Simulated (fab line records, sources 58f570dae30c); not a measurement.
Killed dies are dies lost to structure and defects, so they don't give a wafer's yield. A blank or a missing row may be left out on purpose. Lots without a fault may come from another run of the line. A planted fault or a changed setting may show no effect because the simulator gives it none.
One fault seen from 2 desks | flow berkeley_cmos170 | each desk has only its own numbers; what lay behind them comes last

THE METROLOGY DESK
What the gauges read, lot by lot, whatever tool the lot ran on: means of the sampled wafers that have a number. A lot is out of limits, marked OUT, if its mean lies more than 4 standard deviations from the usual mean; the brackets give that distance.
Columns: A = PLDD_OVL at UCB170_PLDD_OVL_MEAS_07, usual 0 nm; B = cd_nm at UCB170_V2_CD_MEAS_90, usual 699.8 nm
lot  | first seen here | A  | B
L206 | day 6 14:05     | 9  | 697.4
L208 | day 7 00:55     | -4 | 701.2
L210 | day 7 06:42     | 4  | 701.2
L209 | day 7 06:58     | -1 | 696.9
L211 | day 7 10:59     | -4 | 699.1
L213 | day 7 11:30     | 1  | 701.1
L212 | day 7 11:32     | -5 | 699.4
L215 | day 8 08:49     | -3 | 699.6
L216 | day 8 09:06     | -1 | 699.5
L214 | day 8 09:21     | 4  | 699.8
L217 | day 8 15:53     | 10 | 699.3
L222 | day 9 11:13     | 0  | 699.4
L226 | day 10 04:20    | 5  | 700.6
L227 | day 10 12:52    | -1 | 699.9
This desk's finding: nothing out of limits on any of the 14 lots.

THE TOOL OWNER'S DESK: litho_track-01
The tool's own readings at UCB170_M1_COAT_04 (resist thk 900 nm): means of the sampled wafers that have a number, for each lot that ran on this tool. A lot is out of limits, marked OUT, if its mean lies more than 4 standard deviations from the usual mean; the brackets give that distance.
Columns: A = dispense_pressure_kPa at UCB170_M1_COAT_04, usual 52.7 kPa; B = exhaust_pa at UCB170_M1_COAT_04, usual 45.1 Pa; C = spin_speed_rpm at UCB170_M1_COAT_04, usual 1500.3 rpm
lot  | first seen here | A    | B    | C
L208 | day 7 22:00     | 51.2 | 44.6 | 1500.9
L211 | day 8 05:00     | 51.2 | 45.4 | 1499.8
L213 | day 8 05:00     | 51.2 | 45.6 | 1500.1
L212 | day 8 07:00     | 51.2 | 45.6 | 1499.9
L215 | day 9 05:00     | 51.2 | 46.4 | 1285.3 (-99 or more) OUT
L216 | day 9 06:00     | 51.2 | 44.3 | 1284.9 (-99 or more) OUT
This desk's finding: out of limits on L215, L216; first on L215, day 9 05:00 (spin_speed_rpm at UCB170_M1_COAT_04). In limits: L208, L211, L213, L212.

PUT TOGETHER
The tool owner's desk could have raised an alarm at day 9 05:00, on L215, L216.
The metrology desk saw nothing out of limits.
The metrology desk has L215, L216 on record, within its limits.
Of the lots named, all ran UCB170_M1_COAT_04 on litho_track-01.

WHAT THE SIMULATOR HAD PUT IN
Process parameter drift: litho_track-01, from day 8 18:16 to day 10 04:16, at UCB170_M1_COAT_04. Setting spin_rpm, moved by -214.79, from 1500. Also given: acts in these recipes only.
Lots struck among those shown: L215, L216.
Hours from the fault's start to each desk's first reading out of limits: the tool owner's desk, 11.
